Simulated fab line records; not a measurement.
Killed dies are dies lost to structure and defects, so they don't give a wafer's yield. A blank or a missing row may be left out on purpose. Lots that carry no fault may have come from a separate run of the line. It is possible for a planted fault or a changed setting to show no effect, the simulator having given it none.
fab line records + flow berkeleyCmos170
record:
- lots: 5
- wafers: 23
route steps=331 shown M3@326
startH: hours from the record's first day to the start of the lot's first wafer shown + waitH: how many hours have passed since the lot's step before this one + " as in the row above + L1.1+2: one row covering several wafers at once + - no value present, or no start provided + * or withheld: withheld + < > ~ a bound
route shown NAME@n: NAME is a module with steps in the file, n the number in the route of the first one + usual: the fault-free wafers' mean and standard deviation + same: alike in all rows + chamber/n: place in a boat + sites: the reading at each site + _std_site: the standard deviation of these + _edge_site: outer sites' mean less inner sites' + radiusMm: for every site, how far away it sits from the centre of the wafer + mask NAME#n: copy n + behind: tool/chamber where the wafer was last shaped + hold: cause of the lot's hold/its duration in hours/its outcome + device: the n, p or np transistor that did not switch + end of line: tests of these same wafers at the route's end + step lacking rows: just its recipe + killed: count of dies lost to structure and defects at first sort (not the wafer's yield) + map: dies across one wafer; x = killed, . = not, _ = none there
set.NAME: setting as actually run; set.NAME@STEP: the setting as run at that earlier step + model.NAME: the simulator's own value behind a step, which no gauge read
lots whose settings were changed on purpose; a table a step, a row a wafer
== steps ==
step: UCB170_M3_ETCH_17
recipe:
- chemistry: N2/H2
- targetDepthA: withheld
- overetchA: withheld
- target: BARC
- timeS: withheld
- sourceW: 500
- biasW: 100
- pressureMtorr: 30
- n2FlowSccm: 100
- h2FlowSccm: 200
| lot.wafer      | tool       | chamber   | startH | waitH | set.pressureMtorr |
|----------------|------------|-----------|--------|-------|-------------------|
| L079.1+3+4     | rieDiel-04 | 1,0,2     | 207.65 | 0.0   | 30                |
| L081.1+2+4+5+6 | rieDiel-02 | 1,2,0,3,0 | 218.22 | 0.0   | 32.41             |
| L082.1+2+4+5+6 | rieDiel-03 | 3,1,0,3,0 | 219.08 | 0.0   | 28.12             |
| L084.2+3+4+5+6 | rieDiel-03 | 2,3,2,0,3 | 234.57 | 0.0   | 26.72             |
| L085.1+2+3+4+5 | rieDiel-04 | 1,2,3,0,0 | 237.32 | 0.0   | 27.46             |
step: UCB170_M3_METAL_ETCH_18
recipe:
- chemistry: Cl2/BCl3
- target: Al
- stopOn: SiO2
- pressureMtorr: 12
- targetDepthA: 11700
- overEtchFrac: 0.3
- timeS: 186.4
- icpW: 600
- biasW: 120
- Cl2_flow_sccm: 90
- bcl3FlowSccm: 45
usual:
- oesProductAu: 0.874/0.011
| lot.wafer | tool        | chamber | startH | waitH | set.timeS@M3_SPUTTER_01 | oesProductAu |
|-----------|-------------|---------|--------|-------|-------------------------|--------------|
| L079.1    | rieMetal-03 | 0       | 207.70 | -     | 120                     | 0.867        |
| L079.3    | "           | 0       | "      | "     | 120                     | 0.874        |
| L079.4    | "           | 1       | "      | "     | 120                     | 0.873        |
| L081.1    | rieMetal-03 | 0       | 218.26 | -     | 133.5                   | 0.922        |
| L081.2    | "           | 1       | "      | "     | 133.5                   | 0.947        |
| L081.4    | "           | 0       | "      | "     | 120                     | 0.869        |
| L081.5    | "           | 1       | "      | "     | 133.5                   | 0.942        |
| L081.6    | "           | 0       | "      | "     | 120                     | 0.860        |
| L082.1    | rieMetal-01 | 0       | 219.12 | -     | 130.3                   | 0.929        |
| L082.2    | "           | 0       | "      | "     | 120                     | 0.887        |
| L082.4    | "           | 0       | "      | "     | 130.3                   | 0.936        |
| L082.5    | "           | 0       | "      | "     | 130.3                   | 0.943        |
| L082.6    | "           | 0       | "      | "     | 120                     | 0.894        |
| L084.2    | rieMetal-03 | 1       | 234.61 | -     | 103                     | 0.811        |
| L084.3    | "           | 0       | "      | "     | 103                     | 0.799        |
| L084.4    | "           | 1       | "      | "     | 120                     | 0.882        |
| L084.5    | "           | 0       | "      | "     | 103                     | 0.785        |
| L084.6    | "           | 1       | "      | "     | 120                     | 0.878        |
| L085.1    | rieMetal-02 | 0       | 237.36 | -     | 113.6                   | 0.850        |
| L085.2    | "           | 1       | "      | "     | 120                     | 0.860        |
| L085.3    | "           | 0       | "      | "     | 120                     | 0.872        |
| L085.4    | "           | 1       | "      | "     | 120                     | 0.874        |
| L085.5    | "           | 0       | "      | "     | 113.6                   | 0.850        |
== key ==
split:
- step: UCB170_M3_ETCH_17
- setting: pressureMtorr
- stated: 30
- by: lot
response none clear
split outsideThisFile step=UCB170_M3_SPUTTER_01 setting=timeS
split outsideThisFile: this setting was split too, and the file shows its column; the key of that split is in another file
